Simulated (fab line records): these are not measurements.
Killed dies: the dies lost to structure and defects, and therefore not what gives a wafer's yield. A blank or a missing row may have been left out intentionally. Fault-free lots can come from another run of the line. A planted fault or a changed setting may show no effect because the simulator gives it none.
Chamber matching :: flow berkeley cmos170 :: 4 sister chambers for UCB170_M2_ETCH_17 on rie diel-04
The step etches BARC in N2/H2. 14 wafers are shown with their chamber, then 7 later ones without.

WAFERS, EACH WITH ITS CHAMBER
wafer: L867.1
chamber: 0
drypump motor current A (A): 6.0
throttle valve pct (%): 13.43
oes product au (a.u.): 0.987

wafer: L867.2
chamber: 2
drypump motor current A (A): 6.3
throttle valve pct (%): 13.52
oes product au (a.u.): 0.990

wafer: L867.3
chamber: 3
drypump motor current A (A): 5.3
throttle valve pct (%): 12.99
oes product au (a.u.): 1.011

wafer: L871.1
chamber: 1
drypump motor current A (A): 6.4
throttle valve pct (%): 13.55
oes product au (a.u.): 0.998

wafer: L871.2
chamber: 3
drypump motor current A (A): 5.3
throttle valve pct (%): 13.01
oes product au (a.u.): 1.002

wafer: L871.3
chamber: 0
drypump motor current A (A): 5.9
throttle valve pct (%): 13.43
oes product au (a.u.): 0.985

wafer: L877.1
chamber: 3
drypump motor current A (A): 5.3
throttle valve pct (%): 13.02
oes product au (a.u.): 1.004

wafer: L877.3
chamber: 0
drypump motor current A (A): 5.9
throttle valve pct (%): 13.43
oes product au (a.u.): 0.970

wafer: L877.4
chamber: 1
drypump motor current A (A): 6.4
throttle valve pct (%): 13.54
oes product au (a.u.): 0.995

wafer: L875.1
chamber: 2
drypump motor current A (A): 6.3
throttle valve pct (%): 13.53
oes product au (a.u.): 0.978

wafer: L875.3
chamber: 1
drypump motor current A (A): 6.4
throttle valve pct (%): 13.56
oes product au (a.u.): 0.997

wafer: L875.5
chamber: 3
drypump motor current A (A): 5.3
throttle valve pct (%): 13.02
oes product au (a.u.): 1.007

wafer: L880.4
chamber: 1
drypump motor current A (A): 6.4
throttle valve pct (%): 13.54
oes product au (a.u.): 1.003

wafer: L880.5
chamber: 0
drypump motor current A (A): 6.0
throttle valve pct (%): 13.42
oes product au (a.u.): 0.978

SIGNATURES (averages over the wafers above)
reading: drypump motor current A
chamber 0: 5.950
chamber 1: 6.400
chamber 2: 6.300
chamber 3: 5.300
scatter within a chamber: 0.0316

reading: throttle valve pct
chamber 0: 13.4275
chamber 1: 13.5475
chamber 2: 13.5250
chamber 3: 13.0100
scatter within a chamber: 0.01

reading: oes product au
chamber 0: 0.98000
chamber 1: 0.99825
chamber 2: 0.98400
chamber 3: 1.00600
scatter within a chamber: 0.00575
Rule: for a wafer and a chamber, the distance is found by dividing, reading by reading, the gap between the wafer's reading and the chamber's mean by the reading's scatter, squaring, summing and taking the root. The wafer belongs to the nearest chamber; if the next one is less than 2 further off, it can't be placed. The scatter: take each reading less its chamber's mean, square it, sum over the shown wafers, divide by the number of wafers less the number of chambers, and take the root.

WAFERS WHOSE CHAMBER IS MISSING
wafer: L880.6
drypump motor current A (A): 5.3
throttle valve pct (%): 13.01
oes product au (a.u.): 0.995

wafer: L885.1
drypump motor current A (A): 5.9
throttle valve pct (%): 13.44
oes product au (a.u.): 0.979

wafer: L885.3
drypump motor current A (A): 5.3
throttle valve pct (%): 13.00
oes product au (a.u.): 1.015

wafer: L885.5
drypump motor current A (A): 5.3
throttle valve pct (%): 13.00
oes product au (a.u.): 0.994

wafer: L889.1
drypump motor current A (A): 6.0
throttle valve pct (%): 13.44
oes product au (a.u.): 0.968

wafer: L889.2
drypump motor current A (A): 5.3
throttle valve pct (%): 13.00
oes product au (a.u.): 0.991

wafer: L889.4
drypump motor current A (A): 6.3
throttle valve pct (%): 13.43
oes product au (a.u.): 0.949

CHAMBER TAKEN BY EACH
wafer: L880.6
from the rows above: 3
in truth: 3

wafer: L885.1
from the rows above: 0
in truth: 0

wafer: L885.3
from the rows above: 3
in truth: 3

wafer: L885.5
from the rows above: 3
in truth: 3

wafer: L889.1
from the rows above: 0
in truth: 0

wafer: L889.2
from the rows above: 3
in truth: 3

wafer: L889.4
from the rows above: can't be placed: 2 or 0
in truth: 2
Placed correctly: 6 of 7. Unplaceable from these rows: 1, with the true chamber sitting among the candidates in 1. Number placed wrongly: 0.
